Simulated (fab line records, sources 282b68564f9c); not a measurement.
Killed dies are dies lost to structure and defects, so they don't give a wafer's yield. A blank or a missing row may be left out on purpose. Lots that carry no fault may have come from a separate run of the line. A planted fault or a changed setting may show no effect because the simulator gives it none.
Tool commonality check    flow rit_cmos    Sampled: 15 lots, 54 wafers

THE REASON FOR OPENING IT
At RIT_CONTACT_OVL_MEAS_09 the reading CONTACT_OVL is flagged on 3 of 15 lots. Fault-free wafers read 0.5 nm, with a standard deviation of 1.4.
Rule: a lot gets a flag if all its wafers with a number sit over 4 standard deviations from that mean, or if no wafer of it has a number. All remaining lots are regarded as sound.

lot   measured     on          CONTACT_OVL (nm), wafer by wafer     flag
L696  day 3 04:48  overlay-02  1.7 1.5 0.6                          
L697  day 3 08:55  overlay-02  1.3 1.3 3.0                          
L700  day 4 01:04  overlay-02  -0.1 1.6 1.6                         
L701  day 4 05:25  overlay-02  1.1 -2.1 0.7                         
L702  day 4 09:54  overlay-02  -0.1 -1.7 -0.4                       
L703  day 4 14:16  overlay-01  0.0 1.0 0.4                          
L704  day 4 21:28  overlay-02  -1.8 0.1 0.8                         
L705  day 5 02:18  overlay-02  2.5 1.7 0.1                          
L706  day 5 05:10  overlay-01  1.3 2.5 -0.3                         
L707  day 5 10:38  overlay-02  -0.2 2.3 2.4                         
L708  day 5 18:32  overlay-01  1.3 4.0 3.0                          
L715  day 7 02:23  overlay-02  129.0 129.5 128.9 129.7 129.9 129.0  FLAGGED
L716  day 7 08:02  overlay-02  130.6 129.4 129.3 130.9 129.8 129.8  FLAGGED
L717  day 7 13:18  overlay-02  128.4 130.7 127.8 129.1 130.9 128.6  FLAGGED
L719  day 7 22:16  overlay-02  -1.3 -2.7 -1.3                       
Average over the flagged lots: 129.5 nm; offset from the usual +129.0 nm, equal to +92 standard deviations.

TOOL THAT RAN EACH LOT
The record holds 1 process step before the reading, out of a route of 202 steps. Every cell lists first the tool, next ch and the chambers used by the sampled wafers, and last the start.
lot   flag     RIT_CONTACT_EXPOSE_05
L696           iline_stepper-01 ch 0, day 3 04:11
L697           iline_stepper-01 ch 0, day 3 08:19
L700           iline_stepper-02 ch 0, day 4 00:26
L701           iline_stepper-02 ch 0, day 4 04:47
L702           iline_stepper-02 ch 0, day 4 09:17
L703           iline_stepper-02 ch 0, day 4 13:37
L704           iline_stepper-01 ch 0, day 4 20:50
L705           iline_stepper-01 ch 0, day 5 01:43
L706           iline_stepper-01 ch 0, day 5 04:32
L707           iline_stepper-01 ch 0, day 5 10:01
L708           iline_stepper-01 ch 0, day 5 17:55
L715  FLAGGED  iline_stepper-02 ch 0, day 7 01:47
L716  FLAGGED  iline_stepper-02 ch 0, day 7 07:25
L717  FLAGGED  iline_stepper-02 ch 0, day 7 12:40
L719           iline_stepper-01 ch 0, day 7 21:39
What is done by these steps:
- RIT_CONTACT_EXPOSE_05: exposes mask M11, target cd 1000 nm.
- RIT_CONTACT_OVL_MEAS_09

FLAGGED AGAINST TOTAL, ONE TOOL AT A TIME (gauges that did the reading follow at the end)
step                     tool              lots run  flagged  share of the flagged lots  sound lots run after its first flagged lot
RIT_CONTACT_EXPOSE_05    iline_stepper-01  8         0        none                       -
RIT_CONTACT_EXPOSE_05    iline_stepper-02  7         3        all                        0
RIT_CONTACT_OVL_MEAS_09  overlay-01        3         0        none                       -
RIT_CONTACT_OVL_MEAS_09  overlay-02        12        3        all                        1 (L719)

WHAT THE TABLE ALLOWS
2 rows of the table ran every flagged lot: iline_stepper-02 at RIT_CONTACT_EXPOSE_05, overlay-02 at RIT_CONTACT_OVL_MEAS_09.
- iline_stepper-02 at RIT_CONTACT_EXPOSE_05 ran 7 lots, 3 of them flagged. Last sound lot L703 at day 4 13:37, first flagged lot L715 at day 7 01:47; a fault beginning in between fits.
- overlay-02 at RIT_CONTACT_OVL_MEAS_09 ran 12 lots, 3 of them flagged. Sound lots ran on it after the first flagged one (L719), which a lasting fault on the whole tool wouldn't allow.
One tool is left: iline_stepper-02 at RIT_CONTACT_EXPOSE_05.

WHAT HAD BEEN PUT IN BY THE SIMULATOR
Scanner matching overlay: iline_stepper-02, from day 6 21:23 on, at RIT_CONTACT_EXPOSE_05. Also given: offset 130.
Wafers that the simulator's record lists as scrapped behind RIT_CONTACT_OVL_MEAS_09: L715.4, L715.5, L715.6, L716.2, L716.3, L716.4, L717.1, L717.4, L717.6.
Struck lots among those shown: L715, L716, L717. The rule above found the same.
